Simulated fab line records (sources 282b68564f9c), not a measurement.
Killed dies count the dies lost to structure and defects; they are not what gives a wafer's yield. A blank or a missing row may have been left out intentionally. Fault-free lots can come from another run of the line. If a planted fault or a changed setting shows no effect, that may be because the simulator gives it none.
fab line records	flow rit_cmos
record: lots: 15	wafers: 45	last_day: 7
route steps=202 shown FOX2@26 M1@202
lots with no fault: from the same line, run without faults
start_h: hours from the record's first day to the start of the lot's first wafer shown	wait_h: hours from the lot's prior step to this one	" the same as in the row above	L1.1+2: several wafers, shown together as one row	- no value, or no start given	* or withheld: withheld	< > ~ a bound
route shown NAME@n: names a module that has steps shown in the file, with the first one's number in the route	usual: mean/standard deviation taken from wafers without a fault	same: alike in all rows	chamber/n: place in a boat	sites: per-site readings	_std_site: standard deviation of those values	_edge_site: mean of outer sites minus mean of inner sites	radius_mm: how far each site lies from the wafer's centre	mask NAME#n: copy n	behind: the tool/chamber that last shaped the wafer	hold: what put the lot on hold/how long, in hours/how the hold closed	device: transistor that didn't switch, given as n, p or np	end of line: the same wafers' tests at the end of the route	a step with no rows: only its recipe	killed: dies lost to structure and defects at the first sort, not the wafer's yield	map: per-die view of a wafer (x killed, . not killed, _ where there is no die)
set.NAME: the setting that was run; set.NAME@STEP: the one run at that earlier step	model.NAME: the simulator's own value behind a step, which no gauge read
a sample of lots followed through the steps of the route, with each step as a table and each wafer as a row
services: the hour from which a tool's chamber was out of use, counted from the record's first day as start_h (under 0 if before that day), plus the number of hours and why
== steps ==
step: RIT_FOX2_WET_ETCH_03
recipe: chemistry: H3PO4	target: Si3N4	target_depth_nm: 195	temp_c: 165	time_s: 2700
usual: bath_guard_temp_C: 165.0/0.49	bath_heat_duty_pct: 28.0/2.1
lot.wafer	tool	chamber	start_h	wait_h	bath_guard_temp_C	bath_heat_duty_pct
L181.1	wet_bench-04	3	20.17	0.0	164.7	28.7
L181.3	"	3	"	"	164.7	28.6
L181.6	"	3	"	"	164.9	28.2
L183.1	wet_bench-04	2	29.88	0.0	164.1	32.1
L183.4	"	2	"	"	164.7	28.0
L183.5	"	2	"	"	164.6	25.2
L185.1	wet_bench-03	3	41.92	0.0	164.9	28.5
L185.2	"	3	"	"	164.8	28.5
L185.6	"	3	"	"	164.7	24.8
L187.1	wet_bench-01	0	57.23	0.0	165.5	26.2
L187.3	"	0	"	"	165.2	29.6
L187.6	"	0	"	"	165.1	28.3
L189.2	wet_bench-03	1	63.62	0.0	165.4	29.7
L189.4	"	1	"	"	164.7	30.3
L189.5	"	1	"	"	165.1	30.8
L190.3	wet_bench-04	1	67.47	0.0	166.0	26.1
L190.5	"	1	"	"	166.5	25.1
L190.6	"	1	"	"	165.9	25.6
L191.3	wet_bench-04	0	71.87	0.0	165.5	31.4
L191.4	"	0	"	"	165.0	29.7
L191.6	"	0	"	"	165.1	30.3
L192.3	wet_bench-03	2	77.00	0.0	-	-
L192.5	"	2	"	"	-	-
L192.6	"	2	"	"	-	-
L193.2	wet_bench-04	1	81.14	0.0	-	-
L193.3	"	1	"	"	-	-
L193.5	"	1	"	"	-	-
L194.4	wet_bench-04	0	85.32	0.0	-	-
L194.5	"	0	"	"	-	-
L194.6	"	0	"	"	-	-
L195.1	wet_bench-03	0	94.77	0.0	165.2	28.8
L195.2	"	0	"	"	164.5	28.6
L195.5	"	0	"	"	164.9	30.8
L197.2	wet_bench-01	3	100.21	0.0	165.1	25.4
L197.3	"	3	"	"	165.3	26.7
L197.5	"	3	"	"	165.0	27.4
L202.1	wet_bench-04	3	126.05	0.0	164.8	30.2
L202.2	"	3	"	"	164.9	27.8
L202.4	"	3	"	"	164.7	30.4
L203.1	wet_bench-04	2	129.93	0.0	164.3	31.2
L203.3	"	2	"	"	164.8	28.8
L203.6	"	2	"	"	164.8	27.8
L204.2	wet_bench-03	2	134.46	0.0	164.5	27.2
L204.4	"	2	"	"	164.6	28.0
L204.5	"	2	"	"	164.6	27.5
step: RIT_M1_PROBE_99
usual: killed_at_contacts: 0.1/0.36	killed_at_front_end: 7/3.1	killed_dies: 7/3.1	killed_on_rim: 1.9/1.4	killed_open: 3.6/2.1	killed_short: 3.2/1.9
same: gross_dies: 264	killed_at_M0_to_M3: 0	killed_at_M4_up: 0	killed_at_back_side: 0	killed_at_other: 0
lot.wafer	tool	chamber	start_h	wait_h	killed_at_contacts	killed_at_front_end	killed_dies	killed_on_rim	killed_open	killed_short
L187.1	prober-01	-	98.42	0.1	0	6	6	2	3	3
L187.3	prober-01	-	98.52	0.2	0	8	8	2	2	6
L187.6	prober-01	-	98.67	0.2	0	8	8	3	6	2
L191.3	prober-01	-	114.46	0.2	0	8	8	3	6	2
L191.4	prober-01	-	114.51	0.2	0	5	5	3	3	2
L191.6	prober-01	-	114.61	0.2	0	3	3	1	2	1
L192.3	prober-02	-	117.98	0.2	0	264	264	70	4	3
L192.5	prober-02	-	118.08	0.2	0	264	264	70	3	0
L192.6	prober-02	-	118.13	0.2	0	264	264	70	5	5
L193.2	prober-01	-	122.85	0.1	0	264	264	70	2	7
L193.3	prober-01	-	122.90	0.2	0	264	264	70	9	3
L193.5	prober-01	-	123.00	0.2	0	264	264	70	2	2
L194.4	prober-02	-	127.16	0.2	0	264	264	70	6	5
L194.5	prober-02	-	127.21	0.2	0	264	264	70	4	4
L194.6	prober-02	-	127.26	0.2	0	264	264	70	2	4
killed by level:class
L187.1 SILICIDE:geometric_particle:short=2 REOX:geometric_particle:short=1 REOX:geometric_particle:open=1 SPACER:geometric_particle:open=1 SILICIDE:geometric_particle:open=1
L187.3 GATE:geometric_particle:short=3 GATE:geometric_particle:open=2 SPACER:geometric_particle:short=2 REOX:geometric_particle:short=1
L187.6 FOX2:geometric_particle:open=2 GATE:geometric_particle:open=2 REOX:geometric_particle:open=2 GATE:geometric_particle:short=1 REOX:geometric_particle:short=1
L191.3 GATE:geometric_particle:open=4 GATE:geometric_particle:short=2 REOX:geometric_particle:open=1 SILICIDE:geometric_particle:open=1
L191.4 GATE:geometric_particle:open=2 GATE:geometric_particle:short=1 REOX:geometric_particle:short=1 REOX:geometric_particle:open=1
L191.6 GATE:geometric_particle:open=2 FOX1:geometric_particle:short=1
L192.3 FOX2:area_etch=257 FOX1:geometric_particle:short=1 GATE:geometric_particle:short=1 GATE:geometric_particle:open=1 REOX:geometric_particle:open=1 SPACER:geometric_particle:open=1 SPACER:geometric_particle:short=1 SILICIDE:geometric_particle:open=1
L192.5 FOX2:area_etch=261 SPACER:geometric_particle:open=2 SILICIDE:geometric_particle:open=1
L192.6 FOX2:area_etch=254 SPACER:geometric_particle:short=3 SPACER:geometric_particle:open=3 FOX1:geometric_particle:short=1 FOX1:geometric_particle:open=1 FOX2:geometric_particle:short=1 GATE:geometric_particle:open=1
L193.2 FOX2:area_etch=255 REOX:geometric_particle:short=2 SPACER:geometric_particle:short=2 FOX2:geometric_particle:short=1 GATE:geometric_particle:short=1 SPACER:geometric_particle:open=1 SILICIDE:geometric_particle:short=1 SILICIDE:geometric_particle:open=1
L193.3 FOX2:area_etch=251 SILICIDE:geometric_particle:open=4 REOX:geometric_particle:open=3 SPACER:geometric_particle:open=2 FOX1:geometric_particle:short=1 SPACER:geometric_particle:short=1 SILICIDE:geometric_particle:short=1 NWELL:coat_microbubble_printed=1
L193.5 FOX2:area_etch=259 SILICIDE:geometric_particle:short=2 GATE:geometric_particle:open=1 REOX:geometric_particle:open=1 NWELL:coat_microbubble_printed=1
L194.4 FOX2:area_etch=253 GATE:geometric_particle:open=2 GATE:geometric_particle:short=2 SILICIDE:geometric_particle:short=2 FOX1:geometric_particle:open=1 FOX2:geometric_particle:open=1 REOX:geometric_particle:open=1 SPACER:geometric_particle:short=1
L194.5 FOX2:area_etch=256 SPACER:geometric_particle:short=3 GATE:geometric_particle:open=2 FOX1:geometric_particle:open=1 FOX1:geometric_particle:short=1 SPACER:geometric_particle:open=1
L194.6 FOX2:area_etch=258 GATE:geometric_particle:short=2 FOX1:geometric_particle:short=1 GATE:geometric_particle:open=1 REOX:geometric_particle:short=1 SPACER:geometric_particle:open=1
== services ==
tool	chamber	start_h	hours	kind
wet_bench-04	-	120.41	1.9	pm
== key ==
first_sign: step: RIT_FOX2_WET_ETCH_03	reading: tool_record	direction: missing
effect: step: RIT_M1_PROBE_99	reading: killed_dies	direction: up	sigmas: 84	usual: 7	struck: 264
more_kills_born_at: RIT_FOX2_WET_ETCH_03@wet_bench-04: 1532	RIT_FOX2_WET_ETCH_03@wet_bench-03: 772
met_at RIT_FOX2_WET_ETCH_03
struck_lots L192,L193,L194
later_rows_left_out L192.3,L192.5,L192.6,L193.2,L193.3,L193.5,L194.4,L194.5,L194.6
tester_left_out L192,L193,L194
onset_between 71.87 77.00
fault: kind: skipped_step_whole	tool: wet_bench-03,wet_bench-04	chamber: -	onset_h: 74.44	steps: RIT_FOX2_WET_ETCH_03	scope: struck_lots_only
tester_left_out: of these lots the tester's yield and bins aren't shown, on N5 and GAA mostly nor the transistor test; their killed dies are dies lost to structure and defects alone, not to doping, threshold or leakage, so they don't give the yield
later_rows_left_out: the simulator's readings of these wafers behind a module that went badly wrong aren't trusted and aren't shown, but for the sort
